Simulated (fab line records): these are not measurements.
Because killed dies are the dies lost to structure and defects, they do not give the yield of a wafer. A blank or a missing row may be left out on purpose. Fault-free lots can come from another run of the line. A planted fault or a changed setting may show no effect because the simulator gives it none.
A lot that was struck, set against a sound lot | flow berkeley-cmos170 | 14 out of 331 route steps
Sound: wafers L797.2, L797.4, L797.6. The struck wafers were L798.3, L798.4, L798.5. Last of all comes the cause.
Order at every step that has rows: each side's tool, ch and its chambers, its first start. Under that, the readings that differ: sound wafers | struck wafers | difference of the means | sigmas: that difference in standard deviations of wafers without a fault.
alike: words and numbers the same on both sides, and readings whose means are apart by under 2 such deviations; not compared: readings that were withheld, readings missing a value for some wafer, numbers with overlapping values and no deviation given by the record, and bounds like >300 which may hide the same value.
The two part at a step that has a row with sigmas, a row that says differs or no value, or rows on one side only. Non-overlapping numbers with no deviation appear without sigmas and do not part them. Lack of a reading on every wafer of one side parts them only where that side has two or more wafers.

first, 1 step without rows for these wafers: UCB170_PLDD_DEVELOP_05 (develop time 45 s).
UCB170_PLDD_CD_MEAS_06 targets a cd of 1200 nm.
  sound on cd-sem-01, day 10 09:01; struck on cd-sem-02, day 10 08:50
  reading    | sound                | struck               | difference | sigmas
  cd-nm (nm) | 1199.1 1198.9 1198.4 | 1202.3 1201.3 1202.0 | +3.1       | +2
UCB170_PLDD_OVL_MEAS_07:
  sound on overlay-01, day 10 09:07; struck on overlay-01, day 10 08:55
  alike: PLDD_OVL
then, 2 steps without rows for these wafers: UCB170_PLDD_IMPLANT_08; UCB170_PLDD_IMPLANT_09.
UCB170_PLDD_STRIP_10: strips in O2.
  sound on plasma-asher-04 ch 0,1, day 10 09:28; struck on plasma-asher-01 ch 0,1, day 10 09:16
  alike: chamber-pressure-mTorr, drypump-motor-current-A, oes-product-au, strip-time-to-endpoint-s
  not compared: rf-hours-counter-h
UCB170_PLDD_TW_MEAS_11:
  sound on film-metro-04, day 10 09:35; struck on film-metro-04, day 10 09:22
  alike: PLDD_TW
then, 5 steps without rows for these wafers: UCB170_PLDD_CLEAN_12 (cleans in SPM, time 600 s); UCB170_NLDD_HMDS_00 (prime time 60 s); UCB170_NLDD_COAT_01 (resist thk 900 nm); UCB170_NLDD_SOFTBAKE_02 (time 60 s); UCB170_NLDD_EXPOSE_03 (exposes mask NSELECT, target cd 1200 nm).
UCB170_NLDD_PEB_04:
  struck on litho-track-01, day 10 10:55; sound on litho-track-02 ch 0, day 10 11:10
  no value came back on the struck wafers for chill-plate-temp-C (C), exhaust-pa (Pa); on the sound wafers chill-plate-temp-C (C) reads 22.94 22.89 23.10
then, 1 step without rows for these wafers: UCB170_NLDD_DEVELOP_05 (develop time 45 s).

## WHERE THEY PART
At UCB170_PLDD_CD_MEAS_06 first; at UCB170_NLDD_PEB_04 last (within this record only).

WHY: the cause the simulator had injected
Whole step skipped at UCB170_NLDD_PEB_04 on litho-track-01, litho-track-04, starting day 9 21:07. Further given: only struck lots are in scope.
